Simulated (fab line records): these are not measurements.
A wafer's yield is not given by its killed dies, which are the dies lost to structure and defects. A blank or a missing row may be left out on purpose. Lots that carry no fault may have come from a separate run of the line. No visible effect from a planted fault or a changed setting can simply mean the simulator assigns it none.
Which tool did it? | flow rit cmos | 14 lots, 42 wafers sampled, at 5 steps of a route of 202

== WHAT THE GAUGES READ, wafer by wafer ==
RIT_PSD_OVL_MEAS_06. Usual: PSD_OVL -0.2 nm, standard deviation 1.2.
lot  | measured    | on         | PSD_OVL (nm)   | flag
L102 | day 3 08:02 | overlay-02 | 0.8 1.2 0.1    |
L104 | day 3 19:02 | overlay-02 | -1.5 -0.2 -1.1 |
L106 | day 4 03:21 | overlay-02 | -1.1 -1.0 -1.6 |
L109 | day 4 18:23 | overlay-01 | -0.5 1.9 -0.1  |
L112 | day 5 09:02 | overlay-02 | -2.3 0.0 -0.3  |
L114 | day 5 20:25 | overlay-01 | -1.4 -1.3 -1.0 |
L116 | day 6 07:34 | overlay-02 | 0.3 0.6 -0.4   |
L117 | day 6 10:49 | overlay-02 | -0.8 0.2 2.0   |
L118 | day 6 14:41 | overlay-02 | -1.0 0.8 -1.5  |
L119 | day 6 18:46 | overlay-02 | 0.1 -0.9 1.4   |
L120 | day 7 00:13 | overlay-01 | 0.8 0.7 0.7    |
L121 | day 7 06:34 | overlay-02 | 0.0 1.5 0.4    |
L123 | day 7 19:41 | overlay-02 | -0.2 -1.8 1.1  |
L124 | day 7 22:34 | overlay-02 | -1.9 -1.0 0.7  |

RIT_CONTACT_OVL_MEAS_09. Usual: CONTACT_OVL 0.1 nm, standard deviation 1.4.
lot  | measured    | on         | CONTACT_OVL (nm) | flag
L102 | day 3 11:15 | overlay-02 | 0.1 0.4 0.2      |
L104 | day 3 22:14 | overlay-01 | 0.7 -0.7 -1.9    |
L106 | day 4 06:36 | overlay-01 | 0.4 -0.5 1.3     |
L109 | day 4 21:40 | overlay-02 | -2.0 -1.8 -1.3   |
L112 | day 5 12:23 | overlay-02 | 0.6 -0.8 1.9     |
L114 | day 5 23:44 | overlay-01 | 1.4 -0.5 0.4     |
L116 | day 6 10:52 | overlay-01 | -2.3 0.5 -1.3    |
L117 | day 6 14:10 | overlay-02 | 1.5 0.3 0.4      |
L118 | day 6 18:04 | overlay-01 | -0.6 1.1 1.9     |
L119 | day 6 22:04 | overlay-01 | 0.1 0.8 2.0      |
L120 | day 7 03:24 | overlay-02 | -1.5 0.1 1.4     |
L121 | day 7 09:55 | overlay-01 | 2.0 1.5 3.2      |
L123 | day 7 23:14 | overlay-01 | -2.6 -1.6 -2.4   |
L124 | day 8 01:46 | overlay-01 | 0.6 1.7 2.2      |

RIT_M1_RS_MEAS_01: the measuring method here is four-point-probe. Usual: M1_AL_RS 0.0737 ohm/sq, standard deviation 0.00071.
lot  | measured    | on            | M1_AL_RS (ohm/sq)    | flag
L102 | day 3 12:34 | film metro-03 | 0.0744 0.0739 0.0744 |
L104 | day 3 23:35 | film metro-02 | 0.0747 0.0742 0.0753 |
L106 | day 4 08:00 | film metro-02 | 0.0727 0.0723 0.0731 |
L109 | day 4 23:01 | film metro-03 | 0.0737 0.0737 0.0736 |
L112 | day 5 13:47 | film metro-04 | 0.0750 0.0752 0.0750 |
L114 | day 6 01:04 | film metro-02 | 0.0734 0.0725 0.0726 |
L116 | day 6 12:26 | film metro-02 | 0.0745 0.0736 0.0743 |
L117 | day 6 15:37 | film metro-04 | 0.0725 0.0734 0.0727 |
L118 | day 6 19:23 | film metro-02 | 0.0744 0.0730 0.0739 |
L119 | day 6 23:23 | film metro-03 | 0.0738 0.0741 0.0740 |
L120 | day 7 04:44 | film metro-04 | 0.0734 0.0736 0.0740 |
L121 | day 7 11:17 | film metro-02 | 0.0716 0.0709 0.0714 | OFF
L123 | day 8 00:34 | film metro-03 | 0.0736 0.0734 0.0730 |
L124 | day 8 03:11 | film metro-03 | 0.0707 0.0701 0.0705 | OFF

RIT_M1_BOW_MEAS_16. Usual: M1_BOW 17 um, standard deviation 6.9.
lot  | measured    | on            | M1_BOW (um) | flag
L102 | day 3 16:10 | film metro-02 | 27 16 18    |
L104 | day 4 03:11 | film metro-03 | 16 17 19    |
L106 | day 4 12:10 | film metro-04 | 20 1 12     |
L109 | day 5 02:37 | film metro-02 | 12 25 0     |
L112 | day 5 17:23 | film metro-04 | 20 20 16    |
L114 | day 6 04:40 | film metro-02 | 23 26 21    |
L116 | day 6 16:19 | film metro-04 | 7 25 13     |
L117 | day 6 19:12 | film metro-04 | 28 16 12    |
L118 | day 6 23:33 | film metro-02 | 20 -1 23    |
L119 | day 7 03:05 | film metro-02 | 13 3 9      |
L120 | day 7 08:31 | film metro-04 | 17 25 24    |
L121 | day 7 15:51 | film metro-03 | 23 9 13     |
L123 | day 8 04:29 | film metro-04 | 23 22 25    |
L124 | day 8 07:01 | film metro-03 | 15 11 22    |

== EACH LOT AND THE TOOL THAT RAN IT (in order: tool; ch and the chambers of the sampled wafers; start) ==
lot  | RIT_M1_SPUTTER_00
L102 | pvd sputter-04, day 3 12:16
L104 | pvd sputter-03, day 3 23:17
L106 | pvd sputter-03, day 4 07:41
L109 | pvd sputter-04, day 4 22:44
L112 | pvd sputter-03, day 5 13:29
L114 | pvd sputter-03, day 6 00:46
L116 | pvd sputter-03, day 6 12:08
L117 | pvd sputter-04, day 6 15:17
L118 | pvd sputter-03, day 6 19:05
L119 | pvd sputter-04, day 6 23:06
L120 | pvd sputter-03, day 7 04:25
L121 | pvd sputter-04, day 7 10:58
L123 | pvd sputter-03, day 8 00:16
L124 | pvd sputter-04, day 8 02:52
- RIT_M1_SPUTTER_00: material Al, target thk 400 nm, time 500 s.

== WHAT THE TOOLS THEMSELVES READ (means of the sampled wafers that have a number; where no wafer has one, the mark that the record gives instead) ==
RIT_M1_SPUTTER_00. Usual: chamber pressure pa 0.4002 Pa, standard deviation 0.00067; throttle valve pct 30.0 %, standard deviation 1.1.
lot  | tool           | chamber pressure pa (Pa) | throttle valve pct (%) | flag
L102 | pvd sputter-04 | 0.4005                   | 30.6                   |
L104 | pvd sputter-03 | 0.3994                   | 29.5                   |
L106 | pvd sputter-03 | 0.4000                   | 30.2                   |
L109 | pvd sputter-04 | 0.3997                   | 30.5                   |
L112 | pvd sputter-03 | 0.4004                   | 29.9                   |
L114 | pvd sputter-03 | 0.4005                   | 29.8                   |
L116 | pvd sputter-03 | 0.4002                   | 29.6                   |
L117 | pvd sputter-04 | 0.4006                   | 29.9                   |
L118 | pvd sputter-03 | 0.4006                   | 29.8                   |
L119 | pvd sputter-04 | 0.4004                   | 29.1                   |
L120 | pvd sputter-03 | 0.4008                   | 30.3                   |
L121 | pvd sputter-04 | 0.3520                   | 32.6                   | OFF
L123 | pvd sputter-03 | 0.4004                   | 29.0                   |
L124 | pvd sputter-04 | 0.3520                   | 33.3                   | OFF

== THE ANSWER, worked out from the rows above alone ==
Rule: a lot is off if the mean of its wafers that have a number lies more than 3 standard deviations from the usual mean. Also off: a lot with no number at a reading for which 4 or more lots have one. All remaining lots with rows at the step are treated as sound. First the gauges in route order, then the tools' own readings, where a lot's mean is used as printed above. At the first step where some lot is off, the reading lying furthest off is the one used; lots without a number count as furthest.
Off: L121, L124, seen at RIT_M1_RS_MEAS_01 (M1_AL_RS).
A tool fits if, at a process step before that reading, it ran every lot that is off, and no sound lot after the first of them. The gauges at RIT_M1_RS_MEAS_01 aren't tried: what is off there is off at RIT_M1_SPUTTER_00 too, on other tools, and a gauge's error can't cause that. One fits: pvd sputter-04 at RIT_M1_SPUTTER_00. A fault onset in the window from L119 (day 6 23:06, its last sound lot) to L121 (day 7 10:58, its first lot off) fits.
The tool's own readings at RIT_M1_SPUTTER_00 bear it out: on the lots that are off they differ by more than 5 times the standard deviation of the sound lots' means. chamber pressure pa reads 0.3520 Pa there against 0.4003 Pa on the sound lots; throttle valve pct reads 33.0 % there against 29.9 % on the sound lots.

== WHAT THE SIMULATOR HAD PUT IN ==
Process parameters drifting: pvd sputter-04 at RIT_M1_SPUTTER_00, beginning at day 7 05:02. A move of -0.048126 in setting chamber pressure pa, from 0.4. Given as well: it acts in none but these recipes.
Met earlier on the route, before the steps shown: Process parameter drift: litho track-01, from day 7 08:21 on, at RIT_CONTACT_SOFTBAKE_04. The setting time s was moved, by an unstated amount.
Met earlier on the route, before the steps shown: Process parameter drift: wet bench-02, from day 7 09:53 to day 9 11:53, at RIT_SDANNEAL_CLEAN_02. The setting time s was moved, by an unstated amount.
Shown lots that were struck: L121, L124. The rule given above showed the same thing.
